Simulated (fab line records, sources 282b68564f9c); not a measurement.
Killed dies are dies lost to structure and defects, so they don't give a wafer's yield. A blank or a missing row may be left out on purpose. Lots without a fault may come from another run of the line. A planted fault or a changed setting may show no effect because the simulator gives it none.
One fault seen from 2 desks | flow rit_cmos | each desk has only its own numbers; what lay behind them comes last

THE METROLOGY DESK
What the gauges read, lot by lot, whatever tool the lot ran on: means of the sampled wafers that have a number. A lot is out of limits, marked OUT, if its mean lies more than 4 standard deviations from the usual mean; the brackets give that distance.
Columns: A = ACTIVE_OXIDE_THK at RIT_ACTIVE_THK_MEAS_02, usual 47.2 nm
lot  | first seen here | A
L653 | day 1 12:03     | 47.9
L654 | day 1 17:03     | 46.9
L655 | day 1 22:03     | 48.0
L656 | day 2 03:14     | 45.8
L657 | day 2 08:03     | 46.9
L659 | day 2 18:04     | 47.2
L660 | day 2 23:03     | 48.1
L661 | day 3 04:03     | 47.3
L662 | day 3 09:04     | 48.2
L665 | day 4 00:05     | 47.5
L666 | day 4 05:05     | 52.8 (+6.7) OUT
L667 | day 4 10:03     | 53.7 (+7.8) OUT
L668 | day 4 15:04     | 53.1 (+7.0) OUT
L669 | day 4 20:04     | 46.6
L675 | day 6 02:03     | 46.9
This desk's finding: out of limits on L666, L667, L668; first on L666, day 4 05:05 (ACTIVE_OXIDE_THK at RIT_ACTIVE_THK_MEAS_02). In limits: L653, L654, L655, L656, L657, L659, L660, L661, L662, L665, L669, L675.

THE TOOL OWNER'S DESK: furnace-04
The tool's own readings at RIT_ACTIVE_OXIDATION_01 (target thk 46.8 nm, ox time 3360 s): means of the sampled wafers that have a number, for each lot that ran on this tool. A lot is out of limits, marked OUT, if its mean lies more than 4 standard deviations from the usual mean; the brackets give that distance.
Columns: A = spike_tc_centre_C at RIT_ACTIVE_OXIDATION_01, usual 1002.5 C; B = spike_tc_load_C at RIT_ACTIVE_OXIDATION_01, usual 1026.5 C; C = spike_tc_source_C at RIT_ACTIVE_OXIDATION_01, usual 1024.5 C; D = tube_center_temp_C at RIT_ACTIVE_OXIDATION_01, usual 1000 C; E = tube_center_temp_C_max at RIT_ACTIVE_OXIDATION_01, usual 1002.5
lot  | first seen here | A                | B                | C                | D                      | E
L654 | day 1 15:07     | 1003.1           | 1025.2           | 1025.1           | 1000                   | 1002.9
L655 | day 1 20:07     | 1002.1           | 1025.2           | 1025.0           | 1000                   | 1002.5
L659 | day 2 16:07     | 1001.9           | 1026.4           | 1024.6           | 1000                   | 1002.4
L665 | day 3 22:07     | 1002.0           | 1025.4           | 1024.4           | 1000                   | 1002.2
L666 | day 4 03:07     | 1016.2 (+12) OUT | 1040.5 (+12) OUT | 1040.4 (+16) OUT | 1015 (+99 or more) OUT | 1017.5 (+36) OUT
L667 | day 4 08:07     | 1017.4 (+14) OUT | 1040.8 (+12) OUT | 1040.0 (+15) OUT | 1015 (+99 or more) OUT | 1017.8 (+36) OUT
L668 | day 4 13:07     | 1016.9 (+13) OUT | 1040.1 (+11) OUT | 1039.8 (+15) OUT | 1015 (+99 or more) OUT | 1017.7 (+36) OUT
This desk's finding: out of limits on L666, L667, L668; first on L666, day 4 03:07 (spike_tc_centre_C at RIT_ACTIVE_OXIDATION_01). In limits: L654, L655, L659, L665.

PUT TOGETHER
The tool owner's desk could have raised an alarm at day 4 03:07, on L666, L667, L668.
The metrology desk could have raised an alarm at day 4 05:05, on L666, L667, L668.
Of the lots named, all ran RIT_ACTIVE_OXIDATION_01 on furnace-04.

WHAT THE SIMULATOR HAD PUT IN
Process parameter drift: furnace-04, from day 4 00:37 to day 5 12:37, at RIT_ACTIVE_OXIDATION_01. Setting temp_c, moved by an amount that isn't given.
Lots struck among those shown: L666, L667, L668.
Hours from the fault's start to each desk's first reading out of limits: the tool owner's desk, 2; the metrology desk, 4.
